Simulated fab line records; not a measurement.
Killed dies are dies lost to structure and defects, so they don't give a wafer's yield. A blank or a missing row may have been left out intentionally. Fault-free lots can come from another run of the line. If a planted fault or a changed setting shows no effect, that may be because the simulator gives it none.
Problem report, 8D (eight disciplines) form, completed by code | flow berkeley_cmos170 | the parts of the form that need people (team, actions taken, sign-off) are left out

== 1. THE PROBLEM ==
Wafers without a fault read 3000.3 rpm, standard deviation 1.9; spin_speed_rpm at UCB170_M1_COAT_03 reads a mean of 2908.7 rpm on 6 wafers belonging to 2 lots. That is -48 standard deviations from the usual mean.
Earliest sighting: wafer L488.1 on litho_track-02 at day 10 05:33. At this step, 42 wafers from 14 lots have a number in the record. The rule behind "out" and "out of limits": a value lying over 4 standard deviations away from the usual mean. The rest of the wafers with a number are treated as sound.

== 2. WHAT IT IS, AND WHAT IT ISN'T ==
question                    | is                     | is not
which readings at this step | spin_speed_rpm         | -
which lots                  | L488, L489             | L474, L475, L476, L479, L480, L481, L484, L487, L490, L491, L492, L493
which wafers of those lots  | all that have a number | -
read on which tools         | litho_track-02         | litho_track-03, litho_track-04
when                        | from day 10 05:33      | up to then (24 sound wafers); but 12 sound wafers of L490, L491, L492, L493 came after

== 3. SUSPECTS, AND WHAT RULES EACH OUT ==
Counting: a tool at any process step up to the reading remains a suspect when it ran all the lots that are out and ran no sound lot after the first of those.
- litho_track-02 at UCB170_M1_COAT_03: kept. It ran every lot that is out, first L488 (day 10 05:33), and no sound lot after that; its last sound lot up to then is L487 (day 10 03:59). Its own spin_speed_rpm readings are out on those wafers.
Remaining after the count: litho_track-02 at UCB170_M1_COAT_03.

== 4. THE CAUSE (what the simulator had put in) ==
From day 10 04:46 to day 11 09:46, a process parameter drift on litho_track-02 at UCB170_M1_COAT_03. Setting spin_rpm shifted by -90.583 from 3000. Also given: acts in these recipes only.
The count eliminated every tool but this one.

== 5. SEQUENCE OF EFFECTS, ordered by route ==
One row per reading whose mean, taken over the struck wafers that have a number, lies over 3 standard deviations from the usual. Readings are gone through only where the record gives a usual standard deviation; hours: the median, over the lots, of the time from a lot's start at the first step in this table giving one to that lot's start at this step; sigmas: the change measured in usual standard deviations.
hours | step              | reading        | usual      | on struck wafers | change | sigmas
0     | UCB170_M1_COAT_03 | spin_speed_rpm | 3000.3 rpm | 2908.7           | -91.6  | -48
Its process steps:
- UCB170_M1_COAT_03

== 6. HOW IT WOULD HAVE BEEN CAUGHT EARLIER ==
In this record the first reading out of limits was taken at day 10 05:33, 1 hour after the fault began at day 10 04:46.
